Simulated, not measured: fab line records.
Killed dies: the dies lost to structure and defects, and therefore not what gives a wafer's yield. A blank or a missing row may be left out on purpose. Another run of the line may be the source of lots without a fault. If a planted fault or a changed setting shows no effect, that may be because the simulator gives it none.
What tool caused it? :: flow berkeley cmos170 :: 7 lots with 21 wafers sampled at 2 steps, on a route of 331 steps

## WHAT THE GAUGES READ, wafer by wafer
UCB170_M3_RS_MEAS_02: measures by four-point-probe.
lot: L217
measured: day 8 00:03
on: film metro-02
M3_AL_RS (ohm/sq): 0.03261 0.03248 0.03223

lot: L220
measured: day 8 18:15
on: film metro-02
M3_AL_RS (ohm/sq): 0.03248 0.03227 0.03257

lot: L222
measured: day 9 02:16
on: film metro-01
M3_AL_RS (ohm/sq): 0.03218 0.03252 0.03222

lot: L225
measured: day 9 20:56
on: film metro-04
M3_AL_RS (ohm/sq): 0.03208 0.03228 0.03245

lot: L230
measured: day 10 20:12
on: film metro-04
M3_AL_RS (ohm/sq): 0.03907 0.03202 0.03244

lot: L233
measured: day 11 06:37
on: film metro-04
M3_AL_RS (ohm/sq): 0.03229 0.03227 0.03236

lot: L235
measured: day 11 07:28
on: film metro-02
M3_AL_RS (ohm/sq): 0.03252 0.03219 0.03219

## EACH LOT AND THE TOOL THAT RAN IT (in order: tool; ch and the chambers of the sampled wafers; start)
lot: L217
UCB170_M3_SPUTTER_01: pvd sputter-03, day 7 23:58

lot: L220
UCB170_M3_SPUTTER_01: pvd sputter-04, day 8 18:10

lot: L222
UCB170_M3_SPUTTER_01: pvd sputter-02, day 9 02:11

lot: L225
UCB170_M3_SPUTTER_01: pvd sputter-04, day 9 20:50

lot: L230
UCB170_M3_SPUTTER_01: pvd sputter-02, day 10 20:07

lot: L233
UCB170_M3_SPUTTER_01: pvd sputter-04, day 11 06:32

lot: L235
UCB170_M3_SPUTTER_01: pvd sputter-04, day 11 07:23
- UCB170_M3_SPUTTER_01: material Al, target thk 900 nm, time 120 s.

## THE ANSWER, worked out from the rows above alone
Rule: the lots themselves supply what counts as usual. The widest of any qualifying gaps counts: lots, ordered by their means at a reading, are off when they make up no more than a third of the lots, leave a main group of 4 or more, and stand apart from it by 3 or more times the standard deviation of that group's means. A main group whose means are all the same, to the digits that the tables above print for the reading, isn't used. A lot without any number at a reading at which 4 lots or more have one is off too. All remaining lots with rows at the step are treated as sound.
Off: L230, seen at UCB170_M3_RS_MEAS_02 (M3_AL_RS). Main group: mean 0.03234 ohm/sq, sd 6.9e-05.
If a tool, at a process step before that reading, ran all the lots that are off and no sound lot after the first of them, it fits. The gauges at UCB170_M3_RS_MEAS_02 are tried like those tools. One candidate fits, namely pvd sputter-02 at UCB170_M3_SPUTTER_01. A fault onset in the window from L222 (day 9 02:11, its last sound lot) to L230 (day 10 20:07, its first lot off) fits.

## WHAT WAS PUT IN BY THE SIMULATOR
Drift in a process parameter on pvd sputter-02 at UCB170_M3_SPUTTER_01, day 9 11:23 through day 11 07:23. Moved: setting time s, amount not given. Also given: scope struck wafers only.
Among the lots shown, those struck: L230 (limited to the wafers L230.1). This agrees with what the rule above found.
